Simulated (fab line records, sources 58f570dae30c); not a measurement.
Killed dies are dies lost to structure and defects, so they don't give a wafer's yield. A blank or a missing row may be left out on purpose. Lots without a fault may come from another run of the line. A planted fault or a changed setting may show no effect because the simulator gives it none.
One fault seen from 2 desks | flow berkeley_cmos170 | each desk has only its own numbers; what lay behind them comes last

THE METROLOGY DESK
What the gauges read, lot by lot, whatever tool the lot ran on: means of the sampled wafers that have a number. A lot is out of limits, marked OUT, if its mean lies more than 4 standard deviations from the usual mean; the brackets give that distance.
Columns: A = START_OXIDE_THK at UCB170_START_THK_MEAS_03, usual 20.1 nm; B = FIELD_OXIDE_LEFT_1_THK at UCB170_FIELD_THK_MEAS_90, usual 439 nm; C = PVT_TW at UCB170_PVT_TW_MEAS_09, usual 507.2; D = FIELD_OXIDE_LEFT_2_THK at UCB170_FIELD_THK_MEAS_91, usual 350 nm
lot  | first seen here | A    | B   | C     | D
L403 | day 1 17:02     | 20.0 | 449 | 506.8 | 361
L402 | day 1 17:04     | 19.6 | 449 | 508.2 | 360
L405 | day 2 06:13     | 20.7 | 447 | 511.6 | 358
L407 | day 2 12:50     | 19.4 | 442 | 509.9 | 354
L406 | day 2 12:51     | 20.0 | 439 | 506.8 | 351
L408 | day 2 23:54     | 20.1 | 440 | 506.7 | 351
L410 | day 3 06:52     | 20.1 | 435 | 505.0 | 346
L411 | day 3 11:22     | 20.1 | 447 | 501.2 | 359
L412 | day 3 17:14     | 20.1 | 438 | 508.9 | 350
L413 | day 3 23:04     | 19.9 | 425 | 508.3 | 338
L414 | day 4 03:12     | 20.3 | 430 | 507.3 | 342
L415 | day 4 08:25     | 20.9 | 445 | 505.4 | 356
L422 | day 5 16:28     | 19.7 | 462 | 507.5 | 374
This desk's finding: nothing out of limits on any of the 13 lots.

THE TOOL OWNER'S DESK: wet_bench-02
The tool's own readings at UCB170_FIELD_WET_ETCH_04 (etches SiO2 in dHF, time 60 s): means of the sampled wafers that have a number, for each lot that ran on this tool. A lot is out of limits, marked OUT, if its mean lies more than 4 standard deviations from the usual mean; the brackets give that distance.
Columns: A = run_length_s at UCB170_FIELD_WET_ETCH_04, usual 88 s
lot  | first seen here | A
L402 | day 5 22:19     | 93
L403 | day 5 22:19     | 92
L405 | day 6 08:09     | 86
L407 | day 6 08:09     | 86
L406 | day 6 11:56     | 86
L410 | day 7 08:04     | 92
L411 | day 7 08:04     | 93
L412 | day 7 16:11     | 86
L422 | day 9 19:35     | 52 (-11) OUT
This desk's finding: out of limits on L422; first on L422, day 9 19:35 (run_length_s at UCB170_FIELD_WET_ETCH_04). In limits: L402, L403, L405, L407, L406, L410, L411, L412.

PUT TOGETHER
The tool owner's desk could have raised an alarm at day 9 19:35, on L422.
The metrology desk saw nothing out of limits.
The metrology desk has L422 on record, within its limits.
Of the lots named, all ran UCB170_FIELD_WET_ETCH_04 on wet_bench-02.

WHAT THE SIMULATOR HAD PUT IN
Process parameter drift: wet_bench-02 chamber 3, from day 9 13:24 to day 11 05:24, at UCB170_FIELD_WET_ETCH_04. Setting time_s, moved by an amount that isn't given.
Lots struck among those shown: L422.
Hours from the fault's start to each desk's first reading out of limits: the tool owner's desk, 6.
